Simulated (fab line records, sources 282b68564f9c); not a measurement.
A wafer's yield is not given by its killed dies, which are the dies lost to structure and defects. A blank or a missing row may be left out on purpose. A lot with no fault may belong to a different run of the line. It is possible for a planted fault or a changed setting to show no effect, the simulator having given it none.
The same fault as seen by 2 desks || flow rit-cmos || every desk sees just its own numbers, and what lay behind them comes last

THE METROLOGY DESK
Lot by lot, what the gauges showed, no matter which tool ran the lot: averages of those sampled wafers that carry a number. The brackets show how far a lot's mean lies from the usual mean; more than 4 standard deviations puts the lot out of limits, marked OUT.
Columns: A = NRETRO_TW at RIT_NRETRO_TW_MEAS_10, usual 1052
{"lot": "L206", "first seen here": "day 2 16:57", "A": 1044}
{"lot": "L207", "first seen here": "day 2 19:34", "A": 1039}
{"lot": "L209", "first seen here": "day 3 07:14", "A": 1050}
{"lot": "L210", "first seen here": "day 3 12:16", "A": 1065}
{"lot": "L211", "first seen here": "day 3 16:06", "A": 1064}
{"lot": "L214", "first seen here": "day 4 10:31", "A": 1050}
{"lot": "L219", "first seen here": "day 5 09:52", "A": "972 (-8.8) OUT"}
{"lot": "L221", "first seen here": "day 5 18:55", "A": "977 (-8.3) OUT"}
{"lot": "L222", "first seen here": "day 6 03:13", "A": 1048}
{"lot": "L223", "first seen here": "day 6 05:44", "A": 1053}
{"lot": "L224", "first seen here": "day 6 10:03", "A": 1047}
{"lot": "L225", "first seen here": "day 6 15:19", "A": 1043}
{"lot": "L226", "first seen here": "day 7 01:45", "A": 1060}
{"lot": "L227", "first seen here": "day 7 07:04", "A": 1056}
This desk's finding: out of limits on L219, L221; first on L219, day 5 09:52 (NRETRO_TW at RIT_NRETRO_TW_MEAS_10). L206, L207, L209, L210, L211, L214, L222, L223, L224, L225, L226, L227: within limits.

FOR THE TOOL OWNER'S DESK: implanter-02
The tool's own readings at RIT_NRETRO_IMPLANT_08: means of the sampled wafers that have a number, for each lot that ran on this tool. The brackets show how far a lot's mean lies from the usual mean; more than 4 standard deviations puts the lot out of limits, marked OUT.
Columns: A = beam-energy-keV at RIT_NRETRO_IMPLANT_08, usual 70.001; B = dose-ions-cm2 at RIT_NRETRO_IMPLANT_08, usual 1.0002e+13; C = faraday-current-uA at RIT_NRETRO_IMPLANT_08, usual 31.8; D = tilt-deg at RIT_NRETRO_IMPLANT_08, usual 7.000 degrees
{"lot": "L206", "first seen here": "day 2 16:38", "A": 70.032, "B": 1.0002e+13, "C": 31.7, "D": 7.016}
{"lot": "L210", "first seen here": "day 3 11:56", "A": 69.996, "B": 1.0006e+13, "C": 31.1, "D": 6.992}
{"lot": "L211", "first seen here": "day 3 15:49", "A": 69.969, "B": 1.0004e+13, "C": 32.0, "D": 7.013}
{"lot": "L219", "first seen here": "day 5 09:34", "A": 70.013, "B": "7.8163e+12 (-99 or more) OUT", "C": "25.0 (-10) OUT", "D": 6.982}
{"lot": "L221", "first seen here": "day 5 18:35", "A": 70.025, "B": "7.7817e+12 (-99 or more) OUT", "C": "25.0 (-10) OUT", "D": 6.998}
This desk's verdict: out of limits on L219, L221, starting with L219 at day 5 09:34 (dose-ions-cm2 at RIT_NRETRO_IMPLANT_08). L206, L210, L211: within limits.

PUT TOGETHER
On L219, L221, at day 5 09:34, an alarm was possible from the tool owner's desk.
At day 5 09:52 the metrology desk could have sounded an alarm, on L219, L221.
All the named lots went through RIT_NRETRO_IMPLANT_08 on implanter-02.

WHAT THE SIMULATOR HAD INSERTED
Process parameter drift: implanter-02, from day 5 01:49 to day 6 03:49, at RIT_NRETRO_IMPLANT_08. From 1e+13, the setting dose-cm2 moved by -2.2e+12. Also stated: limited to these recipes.
Struck lots among those shown: L219, L221.
Hours from the fault's start to each desk's first reading out of limits: the tool owner's desk, 8; the metrology desk, 8.
